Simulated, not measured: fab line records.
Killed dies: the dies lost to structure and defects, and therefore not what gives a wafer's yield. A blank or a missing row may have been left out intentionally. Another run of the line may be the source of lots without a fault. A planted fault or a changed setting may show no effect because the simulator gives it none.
fab line records	flow ritCmos
record lots=6	wafers=18	lastDay=7
route steps=202 shown M1@188
lots that met no fault: from a run of the same line without faults
startH: hours from the record's opening day to when the first of the lot's shown wafers began	waitH: hours since the lot's step before	" same as the row above	L1.1+2: one row covering several wafers at once	- no value present, or no start provided	* or withheld: withheld	< > ~ a bound
route shown NAME@n: a module of which the file shows steps, and the number in the route of the first	usual: mean/standard deviation taken from wafers without a fault	same: alike in all rows	chamber/n: place in a boat	sites: readings site by site	_std_site: the standard deviation of these	_edge_site: the outer-site mean with the inner-site mean subtracted	radiusMm: how far each site lies from the wafer's centre	mask NAME#n: copy n	behind: the last tool/chamber to shape the wafer	hold: what put the lot on hold/how long, in hours/how the hold closed	device: which transistor (n, p or np) failed to switch	end of line: the same wafers' tests at the end of the route	step lacking rows: just its recipe	killed: dies lost to structure and defects at the first sort, not the wafer's yield	map: a wafer's dies, x killed, . not, _ none there
set.NAME: the setting as run; set.NAME@STEP: as run at that earlier step	model.NAME: the simulator's own value behind a step, which no gauge read
lots seen at some steps along the route; tables by step, rows by wafer
services: a tool's chamber out of use, with start hour (startH, from the record's first day; less than 0 if before it), hours out, and reason
## steps
# step RIT_M1_COAT_04
# recipe resist=NOVOLAK	spinRpm=2000	resistThkNm=1300
# step RIT_M1_SOFTBAKE_05
# recipe resist=NOVOLAK	tempC=90	timeS=60
# step RIT_M1_EXPOSE_06
# recipe maskId=M12	na=0.6	sourceShape=conventional	sigmaOuter=0.5	targetCdNm=2600	doseMj=250
# step RIT_M1_PEB_07
# recipe resist=NOVOLAK	tempC=withheld	timeS=withheld
# step RIT_M1_DEVELOP_08
# recipe resist=NOVOLAK	developTimeS=68	devTempC=23
# step RIT_M1_CD_MEAS_09
# recipe targetCdNm=2600
# usual cdNm=2600.0/2.5
lot.wafer	tool	chamber	startH	waitH	cdNm
L820.1	cdSem-02	-	64.74	-	2601.0
L820.4	"	-	"	"	2600.9
L820.6	"	-	"	"	2602.0
L822.2	cdSem-02	-	74.74	-	2600.7
L822.3	"	-	"	"	2601.3
L822.5	"	-	"	"	2599.8
L828.2	cdSem-02	-	104.44	-	2600.8
L828.3	"	-	"	"	2602.0
L828.6	"	-	"	"	2599.4
L831.1	cdSem-02	-	118.35	-	2603.1
L831.3	"	-	"	"	2601.8
L831.4	"	-	"	"	2605.7
L837.2	cdSem-02	-	150.03	-	2599.6
L837.3	"	-	"	"	2600.1
L837.4	"	-	"	"	2599.9
L838.4	cdSem-02	-	154.85	-	2600.1
L838.5	"	-	"	"	2599.9
L838.6	"	-	"	"	2600.8
# step RIT_M1_OVL_MEAS_10
# usual M1_OVL=-0.6/1.2
lot.wafer	tool	chamber	startH	waitH	M1_OVL[nm]
L820.1	overlay-01	-	64.86	0.1	-1.9
L820.4	"	-	"	"	-2.4
L820.6	"	-	"	"	-2.1
L822.2	overlay-02	-	74.85	0.1	0.7
L822.3	"	-	"	"	-1.0
L822.5	"	-	"	"	0.4
L828.2	overlay-01	-	104.54	0.1	-1.8
L828.3	"	-	"	"	-1.2
L828.6	"	-	"	"	-1.7
L831.1	overlay-01	-	118.47	0.1	-0.1
L831.3	"	-	"	"	0.0
L831.4	"	-	"	"	0.0
L837.2	overlay-02	-	150.13	0.1	0.2
L837.3	"	-	"	"	-0.1
L837.4	"	-	"	"	-0.8
L838.4	overlay-01	-	154.93	0.1	-1.5
L838.5	"	-	"	"	-0.3
L838.6	"	-	"	"	0.3
# step RIT_M1_HARDBAKE_11
# recipe resist=NOVOLAK	tempC=140	timeS=120
# step RIT_M1_METAL_ETCH_12
# recipe stopOn=SiO2	chemistry=Cl2/BCl3	target=Al	timeS=171.1	overEtchFrac=0.5	pressureMtorr=100	targetDepthA=6000	rfW=250	Cl2_flow_sccm=60	bcl3FlowSccm=50
# usual drypumpMotorCurrentA=5.7/0.55	oesProductAu=0.767/0.01	throttleValvePct=8.22/0.15
lot.wafer	tool	chamber	startH	waitH	drypumpMotorCurrentA	oesProductAu	rfHoursCounterH	throttleValvePct
L820.1	rieMetal-02	1	65.15	0.2	5.9	0.757	38	8.42
L820.4	"	1	"	"	5.9	0.762	-	8.42
L820.6	"	1	"	"	5.9	0.759	-	8.42
L822.2	rieMetal-04	1	75.22	0.2	5.1	0.778	4	8.09
L822.3	"	1	"	"	5.1	0.776	-	8.09
L822.5	"	0	"	"	5.6	0.767	-	8.12
L828.2	rieMetal-04	0	104.82	0.2	5.6	0.768	4	8.11
L828.3	"	0	"	"	5.6	0.760	-	8.13
L828.6	"	0	"	"	5.6	0.761	-	8.12
L831.1	rieMetal-03	1	118.76	0.2	6.8	0.763	1	8.43
L831.3	"	0	"	"	5.7	0.768	-	8.07
L831.4	"	1	"	"	6.8	0.775	-	8.45
L837.2	rieMetal-03	0	150.41	0.2	5.7	0.770	2	8.08
L837.3	"	1	"	"	6.8	0.779	-	8.43
L837.4	"	0	"	"	5.6	0.764	-	8.06
L838.4	rieMetal-04	1	155.25	0.1	5.0	0.760	-	8.09
L838.5	"	0	"	"	5.6	0.749	-	8.13
L838.6	"	1	"	"	5.0	0.766	-	8.10
# step RIT_M1_STRIP_13
# recipe chemistry=nmp	resist=NOVOLAK	tempC=80	timeS=600	dry=n2Spin
# step RIT_M1_STRIP_14
# recipe chemistry=O2	timeS=180	platenTempC=withheld	powerW=500	pressureMtorr=4000	o2FlowSccm=4000
# usual drypumpMotorCurrentA=5.8/0.48
lot.wafer	tool	chamber	startH	waitH	drypumpMotorCurrentA	rfHoursCounterH
L820.1	plasmaAsher-01	0	65.48	0.0	4.9	44
L820.4	"	1	"	"	5.0	-
L820.6	"	1	"	"	5.0	-
L822.2	plasmaAsher-03	0	75.56	0.0	6.3	27
L822.3	"	1	"	"	5.8	-
L822.5	"	0	"	"	6.3	-
L828.2	plasmaAsher-02	0	105.16	0.0	6.2	48
L828.3	"	1	"	"	5.5	-
L828.6	"	1	"	"	5.5	-
L831.1	plasmaAsher-01	1	119.11	0.0	5.0	0
L831.3	"	0	"	"	4.9	-
L831.4	"	1	"	"	5.0	-
L837.2	plasmaAsher-03	1	150.75	0.0	5.8	35
L837.3	"	0	"	"	6.3	-
L837.4	"	1	"	"	5.8	-
L838.4	plasmaAsher-02	1	155.60	0.1	5.5	-
L838.5	"	0	"	"	6.2	-
L838.6	"	1	"	"	5.5	-
# step RIT_M1_CD_MEAS_90
# recipe targetCdNm=2600
# usual cdNm=2599/3.3
lot.wafer	tool	chamber	startH	waitH	cdNm
L820.1	cdSem-02	-	65.66	0.1	2600
L820.4	"	-	"	"	2602
L820.6	"	-	"	"	2601
L822.2	cdSem-01	-	75.75	0.1	2598
L822.3	"	-	"	"	2599
L822.5	"	-	"	"	2598
L828.2	cdSem-02	-	105.36	0.1	2598
L828.3	"	-	"	"	2600
L828.6	"	-	"	"	2597
L831.1	cdSem-02	-	119.29	0.1	2604
L831.3	"	-	"	"	2602
L831.4	"	-	"	"	2606
L837.2	cdSem-02	-	150.95	0.1	2599
L837.3	"	-	"	"	2601
L837.4	"	-	"	"	2600
L838.4	cdSem-02	-	155.77	0.1	2600
L838.5	"	-	"	"	2599
L838.6	"	-	"	"	2600
# step RIT_M1_ANNEAL_15
# recipe tempC=450	timeS=1800	ambient=forming_gas_H2N2
# usual spikeTcCentreC=451.1/0.97	spikeTcLoadC=471.2/0.92	spikeTcSourceC=466.3/1	tubeCenterTempC=450/0.042	tube_center_temp_C_max=451.15/0.19	zonePowerCentrePct=19.07/0.18	zonePowerLoadPct=6.94/0.068	zonePowerSourcePct=7.24/0.077
lot.wafer	tool	chamber	startH	waitH	spikeTcCentreC	spikeTcLoadC	spikeTcSourceC	tubeCenterTempC	tube_center_temp_C_max	zonePowerCentrePct	zonePowerLoadPct	zonePowerSourcePct
L820.1	furnace-02	0	65.78	0.1	451.6	470.7	466.4	450	451.14	18.88	6.99	7.36
L820.4	"	0	"	"	451.6	471.1	464.7	449.98	451.16	19.22	6.91	7.12
L820.6	"	0	"	"	452.1	469.8	465.8	449.99	451.10	19.31	7.01	7.37
L822.2	furnace-02	0	75.85	0.1	451.6	472.0	466.6	450.03	451.19	19.31	6.91	7.03
L822.3	"	0	"	"	448.8	470.7	466.5	449.94	450.87	18.84	6.95	7.11
L822.5	"	0	"	"	451.9	471.2	465.0	450	451.25	18.85	6.94	7.33
L828.2	furnace-02	0	105.46	0.1	450.7	471.9	467.0	450	451.06	18.94	6.92	7.23
L828.3	"	0	"	"	451.5	469.7	466.1	449.98	450.97	19.16	6.99	7.15
L828.6	"	0	"	"	450.9	471.3	466.3	449.96	451.32	19.32	6.89	7.32
L831.1	furnace-02	0	119.41	0.1	450.5	471.0	467.5	450.04	450.90	19.03	6.90	7.23
L831.3	"	0	"	"	452.0	469.2	467.5	450.03	451.36	19.09	6.95	7.28
L831.4	"	0	"	"	450.5	471.6	467.4	450.03	451.16	18.95	6.95	7.22
L837.2	furnace-02	0	151.12	0.2	390.6	411.2	404.1	389.96	391.03	16.36	5.39	5.73
L837.3	"	0	"	"	391.2	411.1	403.5	390	391.18	16.20	5.45	5.76
L837.4	"	0	"	"	390.7	410.0	404.8	389.97	390.96	16.06	5.43	5.74
L838.4	furnace-02	0	155.83	0.0	391.6	411.0	404.8	390.05	391.31	16.55	5.39	5.72
L838.5	"	0	"	"	390.7	410.8	404.6	389.95	390.97	16.34	5.36	5.63
L838.6	"	0	"	"	392.2	409.4	405.9	390.07	391.05	16.39	5.48	5.90
# step RIT_M1_BOW_MEAS_16
# recipe mode=bow
# usual M1_BOW=16/6.9
lot.wafer	tool	chamber	startH	waitH	M1_BOW[um]
L820.1	filmMetro-01	-	67.28	0.0	23
L820.4	"	-	"	"	16
L820.6	"	-	"	"	14
L822.2	filmMetro-02	-	77.37	0.0	10
L822.3	"	-	"	"	24
L822.5	"	-	"	"	21
L828.2	filmMetro-02	-	106.98	0.0	31
L828.3	"	-	"	"	18
L828.6	"	-	"	"	7
L831.1	filmMetro-02	-	120.91	0.0	20
L831.3	"	-	"	"	16
L831.4	"	-	"	"	6
L837.2	filmMetro-01	-	152.64	0.0	26
L837.3	"	-	"	"	23
L837.4	"	-	"	"	13
L838.4	filmMetro-02	-	157.39	0.1	12
L838.5	"	-	"	"	24
L838.6	"	-	"	"	15
# step RIT_M1_PROBE_99
# usual defectLimitedYield=97.3/1.3	killedAtContacts=0.0/0.18	killedAtFrontEnd=7/3.4	killedDies=7/3.4	killedOpen=3.4/2	killedShort=3.6/2.1	sort_bin_3_pad_short=0.2/0.3	sort_bin_5_function=1.5/0.83	sort_bin_6_memory=1.0/0.7	sortNPass=257/3.4	sortYieldPct=97.3/1.3
# same grossDies=264	killed_at_M0_to_M3=0	killed_at_M4_up=0	killedAtBackSide=0	killedAtOther=0
lot.wafer	tool	chamber	startH	waitH	defectLimitedYield[%]	killedAtContacts	killedAtFrontEnd	killedDies	killedOpen	killedShort	sort_bin_3_pad_short[%]	sort_bin_5_function[%]	sort_bin_6_memory[%]	sortNPass	sortYieldPct[%]	model.etest.contactNpoly.rcOhm	model.etest.contactPpoly.rcOhm	model.etest.contactNplus.rcOhm	model.etest.contactPplus.rcOhm	model.etest.nmos_0p15.junctionLog10AUm
L820.1	prober-01	-	67.40	0.1	98.1	0	5	5	2	3	0	1.1	0.8	259	98.1	1.392	1.454	1.398	1.405	-13.53
L820.4	prober-01	-	67.55	0.2	98.1	0	5	5	3	2	0	1.9	0	259	98.1	1.375	1.443	1.426	1.427	-13.46
L820.6	prober-01	-	67.65	0.2	100.0	0	0	0	0	0	0	0	0	264	100.0	1.414	1.43	1.366	1.436	-13.61
L822.2	prober-01	-	77.52	0.1	97.7	0	6	6	0	6	0	1.5	0.8	258	97.7	1.378	1.421	1.463	1.359	-13.68
L822.3	prober-01	-	77.57	0.2	97.7	0	6	6	3	3	0.4	1.5	0.4	258	97.7	1.429	1.431	1.459	1.423	-13.39
L822.5	prober-01	-	77.67	0.2	95.5	0	12	12	6	6	0	1.9	2.7	252	95.5	1.464	1.412	1.446	1.388	-13.7
L828.2	prober-01	-	107.13	0.1	96.2	0	10	10	3	7	0.4	1.9	1.5	254	96.2	1.408	1.449	1.462	1.38	-13.75
L828.3	prober-01	-	107.18	0.2	98.1	0	5	5	2	3	0	1.5	0.4	259	98.1	1.422	1.431	1.435	1.402	-13.74
L828.6	prober-01	-	107.33	0.2	98.5	0	4	4	2	2	0	1.5	0	260	98.5	1.494	1.409	1.445	1.446	-13.51
L831.1	prober-02	-	121.03	0.1	94.7	0	14	14	6	8	1.5	1.9	1.9	250	94.7	1.434	1.424	1.468	1.416	-13.74
L831.3	prober-02	-	121.13	0.2	95.8	0	11	11	8	3	0	2.7	1.5	253	95.8	1.444	1.392	1.421	1.418	-13.7
L831.4	prober-02	-	121.18	0.2	98.1	1	4	5	3	2	0	1.1	0.8	259	98.1	1.373	1.426	1.385	1.454	-13.64
L837.2	prober-02	-	152.79	0.1	99.2	0	2	2	1	1	0	0.8	0	262	99.2	2.759	2.748	2.652	2.73	-13.78
L837.3	prober-02	-	152.84	0.2	96.2	0	10	10	6	4	0	3.0	0.8	254	96.2	2.81	2.707	2.725	2.734	-13.95
L837.4	prober-02	-	152.89	0.2	98.1	0	5	5	3	2	0.4	0.8	0.8	259	98.1	2.807	2.847	2.637	2.65	-13.77
L838.4	prober-01	-	157.60	0.2	97.7	0	6	6	1	5	0	1.1	1.1	258	97.7	2.789	2.672	2.757	2.724	-13.77
L838.5	prober-01	-	157.65	0.2	98.5	0	4	4	1	3	0.4	1.1	0	260	98.5	2.662	2.711	2.742	2.595	-13.7
L838.6	prober-01	-	157.70	0.2	98.1	0	5	5	2	3	0.4	1.1	0.4	259	98.1	2.766	2.685	2.754	2.779	-13.76
# killed by level:class
L820.1 GATE:geometricParticle:open=2 GATE:geometricParticle:short=1 SPACER:geometricParticle:short=1 SILICIDE:geometricParticle:short=1
L820.4 GATE:geometricParticle:short=2 GATE:geometricParticle:open=2 SILICIDE:geometricParticle:open=1
L822.2 FOX1:geometricParticle:short=4 FOX2:geometricParticle:short=2
L822.3 GATE:geometricParticle:short=2 FOX2:geometricParticle:open=1 FOX2:geometricParticle:short=1 GATE:geometricParticle:open=1 SPACER:geometricParticle:open=1
L822.5 GATE:geometricParticle:open=4 SILICIDE:geometricParticle:short=4 GATE:geometricParticle:short=2 FOX2:geometricParticle:open=1 SILICIDE:geometricParticle:open=1
L828.2 GATE:geometricParticle:short=4 SILICIDE:geometricParticle:short=2 FOX2:geometricParticle:open=1 GATE:geometricParticle:open=1 SPACER:geometricParticle:short=1 SILICIDE:geometricParticle:open=1
L828.3 FOX1:geometricParticle:short=1 GATE:geometricParticle:short=1 GATE:geometricParticle:open=1 SPACER:geometricParticle:open=1 SILICIDE:geometricParticle:short=1
L828.6 GATE:geometricParticle:open=1 GATE:geometricParticle:short=1 SILICIDE:geometricParticle:open=1 SILICIDE:geometricParticle:short=1
L831.1 GATE:geometricParticle:short=3 GATE:geometricParticle:open=3 FOX1:geometricParticle:short=2 REOX:geometricParticle:short=2 FOX1:geometricParticle:open=1 REOX:geometricParticle:open=1 SPACER:geometricParticle:short=1 SILICIDE:geometricParticle:open=1
L831.3 SILICIDE:geometricParticle:open=3 FOX1:geometricParticle:open=2 FOX1:geometricParticle:short=1 FOX2:geometricParticle:open=1 GATE:geometricParticle:short=1 GATE:geometricParticle:open=1 SPACER:geometricParticle:open=1 SPACER:geometricParticle:short=1
L831.4 REOX:geometricParticle:open=2 GATE:geometricParticle:short=1 GATE:geometricParticle:open=1 CONTACT:geometricParticle:short=1
L837.2 GATE:geometricParticle:open=1 GATE:geometricParticle:short=1
L837.3 GATE:geometricParticle:open=3 FOX1:geometricParticle:open=2 FOX1:geometricParticle:short=1 FOX2:geometricParticle:short=1 GATE:geometricParticle:short=1 SPACER:geometricParticle:short=1 SILICIDE:geometricParticle:open=1
L837.4 FOX1:geometricParticle:short=1 FOX2:geometricParticle:open=1 GATE:geometricParticle:short=1 GATE:geometricParticle:open=1 SPACER:geometricParticle:open=1
L838.4 GATE:geometricParticle:short=2 FOX1:geometricParticle:short=1 REOX:geometricParticle:short=1 SPACER:geometricParticle:short=1 SILICIDE:geometricParticle:open=1
L838.5 GATE:geometricParticle:short=2 FOX2:geometricParticle:short=1 GATE:geometricParticle:open=1
L838.6 GATE:geometricParticle:open=2 GATE:geometricParticle:short=1 SPACER:geometricParticle:short=1 SILICIDE:geometricParticle:short=1
## services
tool	chamber	startH	hours	kind
rieMetal-03	-	50.10	0.3	repair
plasmaAsher-02	-	52.80	3.8	repair
plasmaAsher-03	-	101.48	7.2	repair
plasmaAsher-01	-	108.75	9.0	pm
plasmaAsher-01	0	108.75	9.0	ventCycle
plasmaAsher-01	1	108.75	9.0	ventCycle
plasmaAsher-01	0	117.75	-	clean
plasmaAsher-01	1	117.75	-	clean
rieMetal-02	-	136.12	20.0	pm
rieMetal-02	0	136.12	20.0	ventCycle
rieMetal-02	1	136.12	20.0	ventCycle
## key
firstSign step=RIT_M1_ANNEAL_15	reading=tubeCenterTempC	direction=down	sigmas=99+	usual=*	struck=*
effect step=RIT_M1_ANNEAL_15	reading=tube_center_temp_C_max	direction=down	sigmas=99+	usual=*	struck=*
modelEffect step=RIT_M1_PROBE_99	value=etest.contactNpoly.rcOhm	without=1.434	struck=2.766
metAt RIT_M1_ANNEAL_15
struckWafers L837.2,L837.3,L837.4,L838.4,L838.5,L838.6
onsetBetween 119.41 151.12
fault kind=processParameterDrift	tool=furnace-02	chamber=-	onsetH=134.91	steps=RIT_M1_ANNEAL_15	channel=tempC	offset=*	shape=step	stated=*
